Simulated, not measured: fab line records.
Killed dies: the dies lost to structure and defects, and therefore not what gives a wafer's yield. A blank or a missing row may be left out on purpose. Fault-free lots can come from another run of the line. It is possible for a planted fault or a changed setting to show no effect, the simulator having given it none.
Tool commonality check || flow berkeley cmos170 || 15 lots, 45 wafers sampled

## REASON FOR OPENING
At UCB170_PWELL_THK_MEAS_06 the reading PWELL_NITRIDE_THK is flagged on 3 of 15 lots. No-fault wafers: 220.3 nm, standard deviation 2.
Rule: a lot is flagged when every wafer of it that has a number lies more than 4 standard deviations from that mean, or none has a number. All remaining lots are regarded as sound.

{"lot": "L879", "measured": "day 2 21:01", "on": "film metro-01", "PWELL_NITRIDE_THK (nm), wafer by wafer": "221.0 220.3 221.5", "flag": ""}
{"lot": "L881", "measured": "day 3 11:45", "on": "film metro-01", "PWELL_NITRIDE_THK (nm), wafer by wafer": "222.5 220.8 222.7", "flag": ""}
{"lot": "L883", "measured": "day 3 19:20", "on": "film metro-04", "PWELL_NITRIDE_THK (nm), wafer by wafer": "219.9 221.5 222.2", "flag": ""}
{"lot": "L884", "measured": "day 4 05:35", "on": "film metro-01", "PWELL_NITRIDE_THK (nm), wafer by wafer": "220.9 220.7 221.7", "flag": ""}
{"lot": "L885", "measured": "day 4 09:13", "on": "film metro-01", "PWELL_NITRIDE_THK (nm), wafer by wafer": "222.9 223.9 224.4", "flag": ""}
{"lot": "L887", "measured": "day 4 12:31", "on": "film metro-04", "PWELL_NITRIDE_THK (nm), wafer by wafer": "218.6 220.8 219.3", "flag": ""}
{"lot": "L886", "measured": "day 4 12:31", "on": "film metro-03", "PWELL_NITRIDE_THK (nm), wafer by wafer": "220.6 220.2 219.0", "flag": ""}
{"lot": "L888", "measured": "day 4 19:47", "on": "film metro-01", "PWELL_NITRIDE_THK (nm), wafer by wafer": "220.0 219.8 220.1", "flag": ""}
{"lot": "L889", "measured": "day 4 19:47", "on": "film metro-03", "PWELL_NITRIDE_THK (nm), wafer by wafer": "220.6 220.5 221.4", "flag": ""}
{"lot": "L890", "measured": "day 5 07:32", "on": "film metro-03", "PWELL_NITRIDE_THK (nm), wafer by wafer": "218.9 218.6 218.9", "flag": ""}
{"lot": "L891", "measured": "day 5 07:34", "on": "film metro-01", "PWELL_NITRIDE_THK (nm), wafer by wafer": "220.8 222.4 221.1", "flag": ""}
{"lot": "L892", "measured": "day 5 13:47", "on": "film metro-03", "PWELL_NITRIDE_THK (nm), wafer by wafer": "217.0 216.1 218.4", "flag": ""}
{"lot": "L895", "measured": "day 6 09:52", "on": "film metro-04", "PWELL_NITRIDE_THK (nm), wafer by wafer": "101.1 99.7 100.0", "flag": "FLAGGED"}
{"lot": "L898", "measured": "day 7 04:13", "on": "film metro-03", "PWELL_NITRIDE_THK (nm), wafer by wafer": "98.9 97.4 99.2", "flag": "FLAGGED"}
{"lot": "L899", "measured": "day 7 04:14", "on": "film metro-04", "PWELL_NITRIDE_THK (nm), wafer by wafer": "98.4 97.4 97.3", "flag": "FLAGGED"}
The numbers of the flagged lots are 98.8 nm on average: -121.5 nm against the usual, or -61 standard deviations.

## WHICH TOOL RAN EACH LOT
Before the reading, the record contains 2 process steps out of a 331-step route. Cell contents, in order: the tool; ch with the chambers the sampled wafers went through; the start.
{"lot": "L879", "flag": "", "UCB170_ZERO_ETCH_06": "rie diel-04 ch 0,1,3, day 1 17:29", "UCB170_PWELL_CVD_05": "lpcvd-01 ch 1, day 2 19:05"}
{"lot": "L881", "flag": "", "UCB170_ZERO_ETCH_06": "rie diel-02 ch 0,2, day 2 03:00", "UCB170_PWELL_CVD_05": "lpcvd-02 ch 1, day 3 08:52"}
{"lot": "L883", "flag": "", "UCB170_ZERO_ETCH_06": "rie diel-03 ch 0,2,3, day 2 12:26", "UCB170_PWELL_CVD_05": "lpcvd-01 ch 0, day 3 17:23"}
{"lot": "L884", "flag": "", "UCB170_ZERO_ETCH_06": "rie diel-04 ch 0,3, day 3 00:50", "UCB170_PWELL_CVD_05": "lpcvd-01 ch 0, day 4 03:40"}
{"lot": "L885", "flag": "", "UCB170_ZERO_ETCH_06": "rie diel-03 ch 0,1, day 3 04:29", "UCB170_PWELL_CVD_05": "lpcvd-01 ch 1, day 4 07:17"}
{"lot": "L887", "flag": "", "UCB170_ZERO_ETCH_06": "rie diel-02 ch 0,2, day 3 12:31", "UCB170_PWELL_CVD_05": "lpcvd-01 ch 0, day 4 10:36"}
{"lot": "L886", "flag": "", "UCB170_ZERO_ETCH_06": "rie diel-02 ch 1,2,3, day 3 07:44", "UCB170_PWELL_CVD_05": "lpcvd-01 ch 1, day 4 10:36"}
{"lot": "L888", "flag": "", "UCB170_ZERO_ETCH_06": "rie diel-04 ch 1,2, day 3 18:36", "UCB170_PWELL_CVD_05": "lpcvd-01 ch 1, day 4 17:52"}
{"lot": "L889", "flag": "", "UCB170_ZERO_ETCH_06": "rie diel-02 ch 0,3, day 3 18:51", "UCB170_PWELL_CVD_05": "lpcvd-01 ch 0, day 4 17:52"}
{"lot": "L890", "flag": "", "UCB170_ZERO_ETCH_06": "rie diel-02 ch 0,3, day 4 03:28", "UCB170_PWELL_CVD_05": "lpcvd-01 ch 1, day 5 05:37"}
{"lot": "L891", "flag": "", "UCB170_ZERO_ETCH_06": "rie diel-03 ch 0,1,3, day 4 05:41", "UCB170_PWELL_CVD_05": "lpcvd-01 ch 1, day 5 05:37"}
{"lot": "L892", "flag": "", "UCB170_ZERO_ETCH_06": "rie diel-02 ch 2,3, day 4 10:51", "UCB170_PWELL_CVD_05": "lpcvd-02 ch 0, day 5 11:52"}
{"lot": "L895", "flag": "FLAGGED", "UCB170_ZERO_ETCH_06": "rie diel-03 ch 1,2, day 5 03:50", "UCB170_PWELL_CVD_05": "lpcvd-01 ch 0, day 6 07:57"}
{"lot": "L898", "flag": "FLAGGED", "UCB170_ZERO_ETCH_06": "rie diel-03 ch 0,2,3, day 5 21:43", "UCB170_PWELL_CVD_05": "lpcvd-01 ch 0, day 7 02:17"}
{"lot": "L899", "flag": "FLAGGED", "UCB170_ZERO_ETCH_06": "rie diel-04 ch 0,1,2, day 5 22:10", "UCB170_PWELL_CVD_05": "lpcvd-01 ch 1, day 7 02:17"}
What is done by these steps:
- UCB170_ZERO_ETCH_06: etches SiO2 in CHF3/CF4/Ar, time 12 s.
- UCB170_PWELL_CVD_05: deposits Si3N4 from SiH2Cl2/NH3, target thk 220 nm, time 3300 s.
- UCB170_PWELL_THK_MEAS_06

## FLAGGED AGAINST TOTAL, ONE TOOL AT A TIME (gauges that did the reading follow at the end)
{"step": "UCB170_ZERO_ETCH_06", "tool": "rie diel-02", "lots run": 6, "flagged": 0, "share of the flagged lots": "none", "sound lots run after its first flagged lot": "-"}
{"step": "UCB170_ZERO_ETCH_06", "tool": "rie diel-03", "lots run": 5, "flagged": 2, "share of the flagged lots": "some", "sound lots run after its first flagged lot": 0}
{"step": "UCB170_ZERO_ETCH_06", "tool": "rie diel-04", "lots run": 4, "flagged": 1, "share of the flagged lots": "some", "sound lots run after its first flagged lot": 0}
{"step": "UCB170_PWELL_CVD_05", "tool": "lpcvd-01", "lots run": 13, "flagged": 3, "share of the flagged lots": "all", "sound lots run after its first flagged lot": 0}
{"step": "UCB170_PWELL_CVD_05", "tool": "lpcvd-02", "lots run": 2, "flagged": 0, "share of the flagged lots": "none", "sound lots run after its first flagged lot": "-"}
{"step": "UCB170_PWELL_THK_MEAS_06", "tool": "film metro-01", "lots run": 6, "flagged": 0, "share of the flagged lots": "none", "sound lots run after its first flagged lot": "-"}
{"step": "UCB170_PWELL_THK_MEAS_06", "tool": "film metro-03", "lots run": 5, "flagged": 1, "share of the flagged lots": "some", "sound lots run after its first flagged lot": 0}
{"step": "UCB170_PWELL_THK_MEAS_06", "tool": "film metro-04", "lots run": 4, "flagged": 2, "share of the flagged lots": "some", "sound lots run after its first flagged lot": 0}

## THE TABLE: WHAT IT ALLOWS
All flagged lots share 1 row of the table, namely lpcvd-01 at UCB170_PWELL_CVD_05.
- lpcvd-01 at UCB170_PWELL_CVD_05 ran 13 lots, 3 of them flagged. Its last sound lot is L890 (day 5 05:37), its first flagged lot L895 (day 6 07:57): a fault that began between those two fits. Its own readings lie more than 4 standard deviations out on every wafer of the flagged lots: spike tc centre C, spike tc load C, spike tc source C, susceptor temp C.
Just one tool remains: lpcvd-01 at UCB170_PWELL_CVD_05.

## WHAT WAS PUT IN BY THE SIMULATOR
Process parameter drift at UCB170_PWELL_CVD_05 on lpcvd-01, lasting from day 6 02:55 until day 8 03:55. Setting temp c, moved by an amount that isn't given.
Lots struck among those shown: L895, L898, L899. The same result came from the rule above.
